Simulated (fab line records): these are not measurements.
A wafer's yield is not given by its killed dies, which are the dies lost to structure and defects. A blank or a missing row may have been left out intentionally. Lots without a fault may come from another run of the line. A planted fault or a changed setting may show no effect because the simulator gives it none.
Comparing a struck lot with a sound one + flow rit-cmos + 13 out of 202 route steps
Sound: wafers L517.1, L517.2, L517.3. The struck wafers were L515.1, L515.3, L515.5. The cause comes at the end.
At each step with rows: each side's tool, then ch and its chambers, then its first start. Under that, the readings that differ: sound wafers + struck wafers + difference of the means + sigmas: that difference in standard deviations of wafers without a fault.
alike: readings whose means differ by less than 2 such deviations, and words and numbers that are the same on both sides. not compared: withheld readings, readings that some wafer has no value for, bounds like >300 that may hide the same value, and numbers for which the record gives no deviation and whose values overlap.
A row with sigmas, a row that says differs or no value, or rows on one side alone: a step with any of these is where the two part. When numbers do not overlap yet have no deviation, they are printed without sigmas and do not part them. A reading that every wafer of one side lacks parts them only if that side has two wafers or more.

first, 2 steps without rows for these wafers: RIT_ACTIVE_PEB_09; RIT_ACTIVE_DEVELOP_10 (develop time 50 s).
RIT_ACTIVE_CD_MEAS_11: target cd 1400 nm.
  struck on cd-sem-01, day 3 21:34; sound on cd-sem-01, day 4 10:01
  alike: cd-nm
then, 1 step without rows for these wafers: RIT_ACTIVE_HARDBAKE_12 (time 60 s).
RIT_ACTIVE_ETCH_13: etches Si3N4 in SF6, stops on SiO2, time 210 s, target depth 210 nm.
  sound on rie-diel-02 ch 0,2,3, day 4 10:34; struck on rie-diel-01 ch 1,3, day 3 21:50
  alike: SF6_flow_sccm, chamber-pressure-mTorr, drypump-motor-current-A, oes-product-au, throttle-valve-pct
  not compared: rf-hours-counter-h
RIT_ACTIVE_STRIP_14: strips in O2, time 180 s.
  sound on plasma-asher-01 ch 0,1, day 4 10:41; struck on plasma-asher-03 ch 0,1, day 3 21:58
  alike: chamber-pressure-mTorr, drypump-motor-current-A, o2-flow-sccm
  not compared: rf-hours-counter-h
RIT_ACTIVE_CD_MEAS_90: target cd 1400 nm.
  struck on cd-sem-01, day 3 22:08; sound on cd-sem-01, day 4 10:52
  alike: cd-nm
then, 4 steps without rows for these wafers: RIT_ACTIVE_CLEAN_15 (cleans in SC1, time 600 s); RIT_ACTIVE_CLEAN_16 (cleans in dHF, time 30 s); RIT_ACTIVE_CLEAN_17 (cleans in SC2, time 600 s); RIT_FOX1_OXIDATION_00 (target thk 350.7 nm, ox time 1130 s).
RIT_FOX1_THK_MEAS_01:
  struck on film-metro-03, day 3 23:56; sound on film-metro-01, day 4 12:40
  alike: FOX1_OXIDE_THK
RIT_FOX1_WET_ETCH_02: etches SiO2 in BOE, target depth 350 nm, time 390 s.
  sound on wet-bench-02 ch 3, day 4 12:44; struck on wet-bench-01 ch 2, day 4 00:00
  no value came back on the struck wafers for bath-heat-duty-pct (%), run-length-s (s); on the sound wafers bath-heat-duty-pct (%) reads 1.5 2.0 1.3
| reading                                     | sound             | struck            | difference | sigmas |
|---------------------------------------------|-------------------|-------------------|------------|--------|
| model.SiO2_of_FOX1_OXIDATION_00.thk-nm (nm) | 0 0 0             | 348.3 346.2 345.5 | +346.7     |        |
| model.Si3N4_of_ACTIVE_CVD_03.thk-nm (nm)    | 137.9 138.2 137.4 | 143.8 142.8 144   | +5.7       |        |

## WHERE THEY PART
Only at RIT_FOX1_WET_ETCH_02, as far as this record shows.

WHY: what had been put in by the simulator
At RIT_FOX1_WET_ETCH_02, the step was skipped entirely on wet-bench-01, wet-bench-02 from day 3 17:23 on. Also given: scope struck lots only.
